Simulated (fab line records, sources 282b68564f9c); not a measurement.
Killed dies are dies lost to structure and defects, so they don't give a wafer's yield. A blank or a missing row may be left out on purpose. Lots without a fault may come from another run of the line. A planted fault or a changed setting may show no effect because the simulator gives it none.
fab line records | flow rit_cmos
record lots=5 wafers=27
route steps=202 shown ACTIVE@2 FOX2@25 GATE@95 SPACER@128 SDANNEAL@154 M1@187
start_h: hours from the record's first day to the start of the lot's first wafer shown | wait_h: hours since the lot's step before | " the same as in the row above | L1.1+2: a row that stands for several wafers | - no value, or no start given | * or withheld: withheld | < > ~ a bound
route shown NAME@n: a module of which the file shows steps, and the number in the route of the first | usual: mean/standard deviation of fault-free wafers | same: alike in all rows | chamber/n: place in a boat | sites: the reading at each site | _std_site: their standard deviation | _edge_site: outer sites' mean less inner sites' | radius_mm: how far each site lies from the wafer's centre | mask NAME#n: copy n | behind: the tool/chamber that last shaped the wafer | hold: why the lot was held/for how many hours/how that ended | device: the transistor (n, p or np) that didn't switch | end of line: the same wafers' tests at the end of the route | a step without rows: its recipe alone | killed: dies lost to structure and defects at the first sort, not the wafer's yield | map: a wafer's dies, x killed, . not, _ none there
set.NAME: the setting as run; set.NAME@STEP: as run at that earlier step | model.NAME: the simulator's own value behind a step, which no gauge read
lots whose settings were changed on purpose; a table a step, a row a wafer
## steps
# step RIT_ACTIVE_OXIDATION_01
# recipe temp_c=1000 ambient=O2 target_thk_a=468 ox_time_s=3360
# columns lot.wafer tool chamber start_h wait_h set.ox_time_s model.SiO2_of_ACTIVE_OXIDATION_01.thk_nm
L075.2 furnace-03 0 15.12 0.1 3360 46.17
L075.3 " 0 " " 3360 46.51
L075.4 " 0 " " 3360 47.42
L077.1 - - - 0.1 3360 45.12
L077.2 " - " " 3360 45.65
L077.3 " - " " 3360 45.3
L077.4 " - " " 3360 45.27
L077.5 " - " " 3360 45.51
L077.6 " - " " 3360 45.63
L080.1 - - - 1.1 1354 25.74
L080.2 " - " " 1354 26.65
L080.3 " - " " 1354 26.57
L080.4 " - " " 1354 26.17
L080.5 " - " " 1354 26.33
L080.6 " - " " 1354 26.14
L081.1 - - - 0.1 5223 62.26
L081.2 " - " " 5223 62.98
L081.3 " - " " 5223 63.04
L081.4 " - " " 5223 61.98
L081.5 " - " " 5223 62.42
L081.6 " - " " 5223 62.71
L082.1 - - - 0.1 1518 28.74
L082.2 " - " " 1518 29.32
L082.3 " - " " 1518 29.26
L082.4 " - " " 1518 29.49
L082.5 " - " " 1518 28.18
L082.6 " - " " 1518 29.53
# step RIT_ACTIVE_THK_MEAS_02
# recipe reads=SiO2_of_ACTIVE_OXIDATION_01
# usual ACTIVE_OXIDE_THK=46.5/0.68
# columns lot.wafer tool chamber start_h wait_h set.ox_time_s@ACTIVE_OXIDATION_01 ACTIVE_OXIDE_THK[nm]
L075.2 film_metro-02 - 17.06 0.0 3360 46.2
L075.3 " - " " 3360 46.5
L075.4 " - " " 3360 47.5
L077.1 film_metro-03 - - - 3360 45.1
L077.2 " - " " 3360 45.7
L077.3 " - " " 3360 45.3
L077.4 " - " " 3360 45.3
L077.5 " - " " 3360 45.5
L077.6 " - " " 3360 45.7
L080.1 film_metro-01 - - - 1354 25.8
L080.2 " - " " 1354 26.6
L080.3 " - " " 1354 26.6
L080.4 " - " " 1354 26.1
L080.5 " - " " 1354 26.3
L080.6 " - " " 1354 26.2
L081.1 film_metro-03 - - - 5223 62.3
L081.2 " - " " 5223 63.0
L081.3 " - " " 5223 63.1
L081.4 " - " " 5223 62.0
L081.5 " - " " 5223 62.4
L081.6 " - " " 5223 62.7
L082.1 film_metro-01 - - - 1518 28.7
L082.2 " - " " 1518 29.3
L082.3 " - " " 1518 29.3
L082.4 " - " " 1518 29.5
L082.5 " - " " 1518 28.1
L082.6 " - " " 1518 29.5
# step RIT_ACTIVE_CVD_03
# recipe material=Si3N4 target_thk_nm=150 temp_c=810 precursor=SiH2Cl2/NH3 time_s=1500 pressure_mtorr=300 sih2cl2_flow_sccm=60 nh3_flow_sccm=150
# step RIT_FOX2_CLEAN_02
# recipe chemistry=dHF dilution=50:1 time_s=180
# step RIT_FOX2_WET_ETCH_03
# recipe chemistry=H3PO4 target=Si3N4 target_depth_nm=195 temp_c=165 time_s=2700
# columns lot.wafer tool chamber start_h wait_h set.ox_time_s@ACTIVE_OXIDATION_01 model.SiO2_of_ACTIVE_OXIDATION_01.thk_nm
L075.2 wet_bench-01 0 23.59 0.0 3360 39.92
L075.3 " 0 " " 3360 41.52
L075.4 " 0 " " 3360 42.31
L077.1 wet_bench-04 2 35.11 0.0 3360 40.06
L077.2 " 2 " " 3360 39.18
L077.3 " 2 " " 3360 39.26
L077.4 " 2 " " 3360 39.97
L077.5 " 2 " " 3360 39.06
L077.6 " 2 " " 3360 39.53
L080.1 wet_bench-01 3 49.65 0.0 1354 22.05
L080.2 " 3 " " 1354 22.45
L080.3 " 3 " " 1354 23.64
L080.4 " 3 " " 1354 23.33
L080.5 " 3 " " 1354 23.48
L080.6 " 3 " " 1354 22.43
L081.1 wet_bench-01 3 53.55 0.0 5223 54.4
L081.2 " 3 " " 5223 54.7
L081.3 " 3 " " 5223 56.13
L081.4 " 3 " " 5223 54.12
L081.5 " 3 " " 5223 55.55
L081.6 " 3 " " 5223 54.41
L082.1 wet_bench-02 3 61.11 0.0 1518 25.62
L082.2 " 3 " " 1518 24.75
L082.3 " 3 " " 1518 25.06
L082.4 " 3 " " 1518 26.28
L082.5 " 3 " " 1518 24.11
L082.6 " 3 " " 1518 24.93
# step RIT_GATE_ETCH_19
# recipe chemistry=SF6/CHF3/O2 time_s=165 SF6_flow_sccm=30 CHF3_flow_sccm=30 O2_flow_sccm=5 target=poly-Si pressure_mtorr=40 rf_w=160 target_depth_a=3125 over_etch_frac=0.25 stop_on=SiO2
# usual oes_product_au=0.848/0.01
# columns lot.wafer tool chamber start_h wait_h set.target_depth_a oes_product_au model.etch.depth_nm model.GATE.feature_depth_nm model.NOVOLAK_of_GATE_COAT_11.thk_nm
L075.2 rie_si-01 3 41.88 0.1 3125 0.860 253 253 670.6
L075.3 " 0 " " 3125 0.847 250.7 250.7 667.8
L075.4 " 2 " " 3125 0.857 251.2 251.2 674
L077.1 rie_si-01 0 53.06 0.1 3125 0.856 252 252 667.4
L077.2 " 2 " " 3125 0.852 251.2 251.2 668.2
L077.3 " 3 " " 3125 0.846 250.2 250.2 669.9
L077.4 " 1 " " 3125 0.849 251.7 251.7 667.4
L077.5 " 2 " " 3125 0.853 252 252 669.3
L077.6 " 3 " " 3125 0.855 252.8 252.8 668.8
L080.1 rie_si-02 0 67.12 0.1 2642 0.935 249.6 249.6 684.9
L080.2 " 3 " " 3125 0.853 248.2 248.2 672.8
L080.3 " 1 " " 3125 0.826 246.1 246.1 670.8
L080.4 " 2 " " 2642 0.938 250.3 250.3 686.2
L080.5 " 1 " " 3125 0.837 248.3 248.3 668.5
L080.6 " 2 " " 2642 0.942 250.5 250.5 683
L081.1 rie_si-01 1 71.59 0.1 1349 1.025 139.2 139.2 717.1
L081.2 " 3 " " 1349 0.982 131.4 131.4 717.9
L081.3 " 0 " " 3125 0.852 249.6 249.6 668.8
L081.4 " 3 " " 3125 0.850 251 251 671.6
L081.5 " 0 " " 1349 1.034 140.4 140.4 718.6
L081.6 " 1 " " 3125 0.862 252.4 252.4 669.8
L082.1 rie_si-02 0 78.90 0.1 3125 0.842 250.3 250.3 675.6
L082.2 " 1 " " 1853 0.996 184.4 184.4 708.3
L082.3 " 2 " " 3125 0.845 249.6 249.6 671.8
L082.4 " 3 " " 3125 0.847 247.4 247.4 672.3
L082.5 " 1 " " 1853 0.992 184 184 707.8
L082.6 " 2 " " 1853 0.960 181.4 181.4 708.9
# step RIT_SPACER_CVD_03
# recipe material=Si3N4 target_thk_nm=250 temp_c=810 precursor=SiH2Cl2/NH3 time_s=3300 pressure_mtorr=300 sih2cl2_flow_sccm=60 nh3_flow_sccm=150
# columns lot.wafer tool chamber start_h wait_h set.time_s model.Si3N4_of_SPACER_CVD_03.thk_nm
L075.2 lpcvd-02 1 49.00 0.0 3300 253.1
L075.3 " 1 " " 3300 253.3
L075.4 " 1 " " 3300 253.8
L077.1 - - - 0.0 2517 191.8
L077.2 " - " " 2517 193.2
L077.3 " - " " 2517 193.9
L077.4 " - " " 2517 192.7
L077.5 " - " " 2517 191.2
L077.6 " - " " 2517 194.2
L080.1 - - - 0.0 5134 389.6
L080.2 " - " " 5134 392.2
L080.3 " - " " 5134 392.7
L080.4 " - " " 5134 392
L080.5 " - " " 5134 390.7
L080.6 " - " " 5134 389.7
L081.1 - - - 0.0 1331 101.2
L081.2 " - " " 1331 103.9
L081.3 " - " " 1331 102.3
L081.4 " - " " 1331 101.5
L081.5 " - " " 1331 101.4
L081.6 " - " " 1331 101.7
L082.1 - - - 0.0 2343 180.9
L082.2 " - " " 2343 178.6
L082.3 " - " " 2343 180
L082.4 " - " " 2343 180.2
L082.5 " - " " 2343 180.8
L082.6 " - " " 2343 179.6
# step RIT_SPACER_THK_MEAS_04
# recipe reads=Si3N4_of_SPACER_CVD_03
# usual SPACER_NITRIDE_THK=250.9/2.3
# columns lot.wafer tool chamber start_h wait_h set.time_s@SPACER_CVD_03 SPACER_NITRIDE_THK[nm]
L075.2 film_metro-04 - 50.92 0.0 3300 253.0
L075.3 " - " " 3300 253.4
L075.4 " - " " 3300 254.0
L077.1 film_metro-03 - - - 2517 192.0
L077.2 " - " " 2517 193.0
L077.3 " - " " 2517 194.0
L077.4 " - " " 2517 192.7
L077.5 " - " " 2517 191.3
L077.6 " - " " 2517 194.1
L080.1 film_metro-04 - - - 5134 389.5
L080.2 " - " " 5134 392.4
L080.3 " - " " 5134 393.0
L080.4 " - " " 5134 391.7
L080.5 " - " " 5134 390.8
L080.6 " - " " 5134 389.3
L081.1 film_metro-02 - - - 1331 101.1
L081.2 " - " " 1331 103.9
L081.3 " - " " 1331 102.3
L081.4 " - " " 1331 101.5
L081.5 " - " " 1331 101.5
L081.6 " - " " 1331 101.7
L082.1 film_metro-04 - - - 2343 180.8
L082.2 " - " " 2343 178.5
L082.3 " - " " 2343 180.0
L082.4 " - " " 2343 180.3
L082.5 " - " " 2343 180.8
L082.6 " - " " 2343 179.6
# step RIT_SPACER_ETCHBACK_05
# recipe target_depth_a=2500 SF6_flow_sccm=30 CHF3_flow_sccm=30 target=Si3N4 chemistry=SF6/CHF3 pressure_mtorr=40 rf_w=250 time_s=240 stop_on=SiO2
# usual oes_product_au=0.847/0.014
# columns lot.wafer tool chamber start_h wait_h set.time_s@SPACER_CVD_03 oes_product_au model.etch.depth_nm model.Si3N4_of_SPACER_CVD_03.thk_nm
L075.2 rie_diel-02 0 50.97 0.0 3300 0.829 253.1 198.1
L075.3 " 1 " " 3300 0.884 253.3 197.5
L075.4 " 2 " " 3300 0.847 253.8 198.3
L077.1 rie_diel-03 3 62.17 0.1 2517 0.708 191.8 149.6
L077.2 " 0 " " 2517 0.707 193.2 152.3
L077.3 " 1 " " 2517 0.712 193.9 151.5
L077.4 " 2 " " 2517 0.706 192.7 152.4
L077.5 " 3 " " 2517 0.700 191.2 149.5
L077.6 " 0 " " 2517 0.707 194.2 152.7
L080.1 rie_diel-02 2 76.15 0.1 5134 0.997 315.4 304.6
L080.2 " 3 " " 5134 0.996 312.5 307.4
L080.3 " 0 " " 5134 0.988 315 307.2
L080.4 " 1 " " 5134 1.042 319 305.5
L080.5 " 3 " " 5134 0.999 312.8 306.1
L080.6 " 2 " " 5134 0.997 314 305.1
L081.1 rie_diel-01 0 80.43 0.1 1331 0.473 101.2 79.47
L081.2 " 1 " " 1331 0.495 103.9 81.57
L081.3 " 2 " " 1331 0.488 102.3 79.11
L081.4 " 0 " " 1331 0.463 101.5 79.68
L081.5 " 2 " " 1331 0.479 101.4 78.45
L081.6 " 1 " " 1331 0.482 101.7 79.86
L082.1 rie_diel-01 3 87.60 0.1 2343 0.673 180.9 141.7
L082.2 " 1 " " 2343 0.675 178.6 139.8
L082.3 " 0 " " 2343 0.656 180 140.9
L082.4 " 2 " " 2343 0.685 180.2 139.1
L082.5 " 2 " " 2343 0.674 180.8 139.5
L082.6 " 3 " " 2343 0.676 179.6 140.5
# step RIT_SDANNEAL_CLEAN_01
# recipe chemistry=dHF dilution=50:1 time_s=30
# columns lot.wafer tool chamber start_h wait_h set.time_s
L075.2+3+4 wet_bench-01 2 54.38 0.0 30
L077.1+2+3+4+5+6 - - - 0.0 30
L080.1+2+3+4+5+6 - - - 0.0 36.18
L081.1+2+3+4+5+6 - - - 0.0 12.51
L082.1+2+3+4+5+6 - - - 0.0 30
# step RIT_M1_HMDS_03
# recipe prime_time_s=60 prime_temp_c=140
# columns lot.wafer tool chamber start_h wait_h set.prime_time_s
L075.2+3+4 litho_track-02 0 59.45 0.1 60
L077.1+2+3+4+5+6 litho_track-04 0 69.82 0.1 60
L080.1+2+3+4+5+6 litho_track-02 0 83.38 0.1 60
L081.1+2+4 litho_track-01 0 87.66 0.1 60
L081.3+5+6 " 0 " " 91.6
L082.1+2+3+4+5+6 litho_track-04 0 95.00 0.1 60
# step RIT_M1_COAT_04
# recipe resist=NOVOLAK spin_rpm=2000 resist_thk_nm=1300
# step RIT_M1_SOFTBAKE_05
# recipe resist=NOVOLAK temp_c=90 time_s=60
# step RIT_M1_ANNEAL_15
# recipe temp_c=450 time_s=1800 ambient=forming_gas_H2N2
# step RIT_M1_PROBE_99
# columns lot.wafer tool chamber start_h wait_h set.time_s@SDANNEAL_CLEAN_01 model.etest.pldd.width_nm model.etest.nldd.width_nm
L075.2 prober-02 - 63.13 0.1 30 3188 3174
L075.3 prober-02 - 63.18 0.2 30 3194 3180
L075.4 prober-02 - 63.23 0.2 30 3184 3176
L080.1+2+3+4+5+6 prober-01 - 87.93 0.1 36.18 - -
L081.1+2+5 prober-02 - 91.56 0.1 12.51 - -
L081.3 prober-02 - 91.66 0.2 12.51 3331 3337
L081.4 prober-02 - 91.71 0.2 12.51 3347 3332
L081.6 prober-02 - 91.81 0.2 12.51 3329 3340
L082.2+5+6 prober-01 - 99.73 0.1 30 - -
# killed by level:class
L075.2 GATE:geometric_particle:open=2 REOX:geometric_particle:short=2 ACTIVE:geometric_particle:short=1
L075.3 GATE:geometric_particle:open=2 SILICIDE:geometric_particle:short=2 FOX1:geometric_particle:short=1 GATE:geometric_particle:short=1
L075.4 FOX2:geometric_particle:short=2 GATE:geometric_particle:short=1 REOX:geometric_particle:short=1 SILICIDE:geometric_particle:open=1 SILICIDE:geometric_particle:short=1
## key
split step=RIT_ACTIVE_OXIDATION_01 setting=ox_time_s stated=3360 by=lot
response step=RIT_ACTIVE_OXIDATION_01 reading=model.SiO2_of_ACTIVE_OXIDATION_01.thk_nm change=+0.311 per=1% r=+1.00
response step=RIT_ACTIVE_THK_MEAS_02 reading=ACTIVE_OXIDE_THK change=+0.311 per=1% r=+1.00
response step=RIT_FOX2_WET_ETCH_03 reading=model.SiO2_of_ACTIVE_OXIDATION_01.thk_nm change=+0.275 per=1% r=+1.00
split step=RIT_GATE_ETCH_19 setting=target_depth_a stated=3125 by=wafer
response step=RIT_GATE_ETCH_19 reading=oes_product_au change=-0.00316 per=1% r=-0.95
response step=RIT_GATE_ETCH_19 reading=model.etch.depth_nm change=+1.78 per=1% r=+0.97
response step=RIT_GATE_ETCH_19 reading=model.GATE.feature_depth_nm change=+1.78 per=1% r=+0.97
response step=RIT_GATE_ETCH_19 reading=model.NOVOLAK_of_GATE_COAT_11.thk_nm change=-0.851 per=1% r=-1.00
split step=RIT_SPACER_CVD_03 setting=time_s stated=3300 by=lot
response step=RIT_SPACER_CVD_03 reading=model.Si3N4_of_SPACER_CVD_03.thk_nm change=+2.51 per=1% r=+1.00
response step=RIT_SPACER_THK_MEAS_04 reading=SPACER_NITRIDE_THK change=+2.51 per=1% r=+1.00
response step=RIT_SPACER_ETCHBACK_05 reading=oes_product_au change=+0.00441 per=1% r=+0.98
response step=RIT_SPACER_ETCHBACK_05 reading=model.etch.depth_nm change=+1.8 per=1% r=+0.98
response step=RIT_SPACER_ETCHBACK_05 reading=model.Si3N4_of_SPACER_CVD_03.thk_nm change=+1.96 per=1% r=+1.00
split step=RIT_SDANNEAL_CLEAN_01 setting=time_s stated=30 by=lot
response step=RIT_M1_PROBE_99 reading=model.etest.pldd.width_nm change=-2.52 per=1% r=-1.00
response step=RIT_M1_PROBE_99 reading=model.etest.nldd.width_nm change=-2.75 per=1% r=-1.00
split step=RIT_M1_HMDS_03 setting=prime_time_s stated=60 by=wafer
response none clear
